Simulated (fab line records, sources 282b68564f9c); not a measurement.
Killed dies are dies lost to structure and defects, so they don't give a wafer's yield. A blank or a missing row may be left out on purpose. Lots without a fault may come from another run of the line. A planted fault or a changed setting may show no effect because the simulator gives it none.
Which tool did it? | flow rit_cmos | 14 lots, 42 wafers sampled, at 6 steps of a route of 202

WHAT THE GAUGES READ, wafer by wafer
RIT_ACTIVE_THK_MEAS_02. Usual: ACTIVE_OXIDE_THK 46.6 nm, standard deviation 0.79.
lot  | measured    | on            | ACTIVE_OXIDE_THK (nm) | flag
L868 | day 1 12:04 | film_metro-01 | 46.7 46.3 46.8        |
L869 | day 1 17:04 | film_metro-04 | 46.1 45.8 45.8        |
L871 | day 2 03:03 | film_metro-04 | 45.8 47.3 46.9        |
L874 | day 2 18:03 | film_metro-04 | 46.7 46.7 46.1        |
L876 | day 3 04:04 | film_metro-01 | 46.5 46.5 46.8        |
L877 | day 3 09:04 | film_metro-03 | 46.3 47.4 46.9        |
L878 | day 3 14:04 | film_metro-03 | 48.2 48.0 48.0        |
L879 | day 3 19:03 | film_metro-03 | 46.7 47.4 46.7        |
L881 | day 4 05:04 | film_metro-01 | 46.5 46.4 46.5        |
L883 | day 4 15:03 | film_metro-04 | 46.3 46.9 46.3        |
L884 | day 4 20:05 | film_metro-01 | 44.7 44.3 45.2        |
L885 | day 5 01:56 | film_metro-03 | 46.1 45.4 46.1        |
L887 | day 5 11:04 | film_metro-01 | 47.2 47.0 47.5        |
L891 | day 6 07:04 | film_metro-03 | 46.2 46.9 46.4        |

RIT_NWELL_OVL_MEAS_06. Usual: NWELL_OVL -0.9 nm, standard deviation 1.2.
lot  | measured    | on         | NWELL_OVL (nm) | flag
L868 | day 1 20:38 | overlay-01 | -0.5 0.0 -1.3  |
L869 | day 2 02:25 | overlay-01 | -2.5 -2.9 -1.7 |
L871 | day 2 12:14 | overlay-02 | -1.0 -0.5 -0.8 |
L874 | day 3 02:54 | overlay-02 | -1.1 -0.7 0.1  |
L876 | day 3 12:43 | overlay-02 | -1.6 -0.1 -0.5 |
L877 | day 3 17:12 | overlay-02 | -0.7 -1.4 -0.8 |
L878 | day 3 22:12 | overlay-02 | -1.2 -0.5 -1.8 |
L879 | day 4 03:23 | overlay-01 | 1.4 -1.5 0.1   |
L881 | day 4 13:19 | overlay-01 | 0.5 0.1 0.7    |
L883 | day 5 01:42 | overlay-02 | - - -          | OFF
L884 | day 5 06:42 | overlay-02 | - - -          | OFF
L885 | day 5 10:08 | overlay-02 | -1.0 0.8 -0.9  |
L887 | day 5 20:50 | overlay-01 | -1.5 -2.4 -2.9 |
L891 | day 6 15:25 | overlay-02 | 0.0 0.2 -0.4   |

RIT_PWELL_TW_MEAS_10. Usual: PWELL_TW 954, standard deviation 6.8.
lot  | measured    | on            | PWELL_TW                      | flag
L868 | day 1 22:56 | film_metro-03 | 952 954 951                   |
L869 | day 2 04:42 | film_metro-03 | 957 954 956                   |
L871 | day 2 14:31 | film_metro-02 | 950 957 953                   |
L874 | day 3 05:07 | film_metro-02 | 954 958 960                   |
L876 | day 3 14:56 | film_metro-02 | 960 956 962                   |
L877 | day 3 19:22 | film_metro-01 | 944 943 939                   |
L878 | day 4 00:27 | film_metro-03 | 966 962 965                   |
L879 | day 4 05:36 | film_metro-02 | 957 957 956                   |
L881 | day 4 15:29 | film_metro-01 | 946 950 942                   |
L883 | day 5 03:59 | film_metro-02 | 2212 2218 2216 2207 2212 2215 | OFF
L884 | day 5 09:00 | film_metro-03 | 2229 2224 2224 2227 2226 2217 | OFF
L885 | day 5 12:25 | film_metro-02 | 950 946 956                   |
L887 | day 5 23:08 | film_metro-02 | 952 948 952                   |
L891 | day 6 17:43 | film_metro-03 | 962 955 963                   |

RIT_GATE_OVL_MEAS_17. Usual: GATE_OVL 0.1 nm, standard deviation 1.3.
lot  | measured    | on         | GATE_OVL (nm)  | flag
L868 | day 2 12:55 | overlay-02 | 0.8 2.0 -0.4   |
L869 | day 2 18:06 | overlay-02 | 0.2 1.5 0.9    |
L871 | day 3 04:01 | overlay-01 | -1.0 -2.3 -1.7 |
L874 | day 3 18:20 | overlay-02 | 0.1 0.5 -0.4   |
L876 | day 4 05:32 | overlay-02 | -0.8 -0.1 0.3  |
L877 | day 4 09:27 | overlay-01 | -1.4 0.9 -0.7  |
L878 | day 4 15:13 | overlay-01 | 0.4 0.5 1.6    |
L879 | day 4 18:46 | overlay-02 | -0.1 2.5 0.0   |
L881 | day 5 09:14 | overlay-02 | 0.4 2.7 0.8    |
L885 | day 6 01:36 | overlay-01 | 0.6 0.1 0.8    |
L887 | day 6 12:47 | overlay-02 | -1.7 -0.4 -1.5 |
L891 | day 7 10:02 | overlay-01 | 1.4 1.6 1.2    |

WHICH TOOL RAN EACH LOT (tool, then ch and the chambers of the sampled wafers, then the start)
lot  | RIT_ACTIVE_STRIP_14                 | RIT_NWELL_COAT_01
L868 | plasma_asher-02 ch 0,1, day 1 15:05 | litho_track-02 ch 0, day 1 19:56
L869 | plasma_asher-02 ch 0,1, day 1 19:50 | litho_track-03 ch 0, day 2 01:42
L871 | plasma_asher-01 ch 0,1, day 2 05:50 | litho_track-01 ch 0, day 2 11:22
L874 | plasma_asher-01 ch 0, day 2 20:58   | litho_track-02 ch 0, day 3 02:10
L876 | plasma_asher-03 ch 0,1, day 3 06:58 | litho_track-01 ch 0, day 3 12:02
L877 | plasma_asher-01 ch 0,1, day 3 11:54 | litho_track-02 ch 0, day 3 16:31
L878 | plasma_asher-01 ch 0,1, day 3 16:50 | litho_track-03 ch 0, day 3 21:29
L879 | plasma_asher-02 ch 0,1, day 3 21:59 | litho_track-01 ch 0, day 4 02:32
L881 | plasma_asher-02 ch 0,1, day 4 07:54 | litho_track-02 ch 0, day 4 12:30
L883 | plasma_asher-02 ch 0,1, day 4 18:46 | litho_track-02, day 5 00:50
L884 | plasma_asher-02 ch 0,1, day 4 23:44 | litho_track-01, day 5 05:55
L885 | plasma_asher-02 ch 0,1, day 5 04:51 | litho_track-03 ch 0, day 5 09:25
L887 | plasma_asher-03 ch 0,1, day 5 13:54 | litho_track-03 ch 0, day 5 20:01
L891 | plasma_asher-03 ch 1, day 6 09:58   | litho_track-02 ch 0, day 6 14:35
- RIT_ACTIVE_STRIP_14: strips in O2, time 180 s.
- RIT_NWELL_COAT_01: resist thk 1300 nm.

WHAT THE TOOLS THEMSELVES READ (means of the sampled wafers that have a number; where no wafer has one, the mark that the record gives instead)
RIT_ACTIVE_STRIP_14. Usual: drypump_motor_current_A 5.4 A, standard deviation 0.36; o2_flow_sccm 4002 sccm, standard deviation 13.
lot  | tool            | drypump_motor_current_A (A) | o2_flow_sccm (sccm) | flag
L868 | plasma_asher-02 | 5.4                         | 3991                |
L869 | plasma_asher-02 | 5.4                         | 3988                |
L871 | plasma_asher-01 | 5.2                         | 4017                |
L874 | plasma_asher-01 | 5.7                         | 4008                |
L876 | plasma_asher-03 | 5.6                         | 4013                |
L877 | plasma_asher-01 | 5.2                         | 4003                |
L878 | plasma_asher-01 | 5.5                         | 3982                |
L879 | plasma_asher-02 | 5.5                         | 4001                |
L881 | plasma_asher-02 | 5.4                         | 4003                |
L883 | plasma_asher-02 | 5.5                         | 4002                |
L884 | plasma_asher-02 | 5.4                         | 4012                |
L885 | plasma_asher-02 | 5.4                         | 4020                |
L887 | plasma_asher-03 | 5.6                         | 4013                |
L891 | plasma_asher-03 | 5.9                         | 4006                |

RIT_NWELL_COAT_01. Usual: chill_plate_temp_C 23.00 C, standard deviation 0.099; dispense_pressure_kPa 48 kPa, standard deviation 3.7; exhaust_pa 44.9 Pa, standard deviation 0.93.
lot  | tool           | chill_plate_temp_C (C) | dispense_pressure_kPa (kPa) | exhaust_pa (Pa) | flag
L868 | litho_track-02 | 23.06                  | 44                          | 43.8            |
L869 | litho_track-03 | 22.87                  | 52                          | 44.9            |
L871 | litho_track-01 | 23.04                  | 46                          | 44.9            |
L874 | litho_track-02 | 22.97                  | 44                          | 44.1            |
L876 | litho_track-01 | 22.96                  | 46                          | 44.6            |
L877 | litho_track-02 | 23.06                  | 44                          | 45.8            |
L878 | litho_track-03 | 23.08                  | 52                          | 44.5            |
L879 | litho_track-01 | 23.10                  | 46                          | 46.6            |
L881 | litho_track-02 | 23.10                  | 44                          | 45.2            |
L883 | litho_track-02 | -                      | -                           | -               | OFF
L884 | litho_track-01 | -                      | -                           | -               | OFF
L885 | litho_track-03 | 22.90                  | 52                          | 46.2            |
L887 | litho_track-03 | 23.06                  | 52                          | 44.1            |
L891 | litho_track-02 | 23.06                  | 44                          | 44.3            |

THE ANSWER, worked out from the rows above alone
Rule: a lot is off if the mean of its wafers that have a number lies more than 3 standard deviations from the usual mean. A lot without any number at a reading at which 4 lots or more have one is off too. The other lots that the step has rows for count as sound. The gauges are gone through in route order, then the tools' own readings, and for those a lot's mean is taken as printed above. The first step at which some lot is off is used, and at that step the reading that is off furthest; a lot without a number counts as furthest.
Off: L883, L884, at RIT_NWELL_OVL_MEAS_06 (NWELL_OVL). Without a number there: L883, L884.
A tool fits if, at a process step before that reading, it ran every lot that is off, and no sound lot after the first of them. The gauges at RIT_NWELL_OVL_MEAS_06 aren't tried: what is off there is off at RIT_PWELL_TW_MEAS_10 too, on other tools, and a gauge's error can't cause that. None of those tried fits.

WHAT THE SIMULATOR HAD PUT IN
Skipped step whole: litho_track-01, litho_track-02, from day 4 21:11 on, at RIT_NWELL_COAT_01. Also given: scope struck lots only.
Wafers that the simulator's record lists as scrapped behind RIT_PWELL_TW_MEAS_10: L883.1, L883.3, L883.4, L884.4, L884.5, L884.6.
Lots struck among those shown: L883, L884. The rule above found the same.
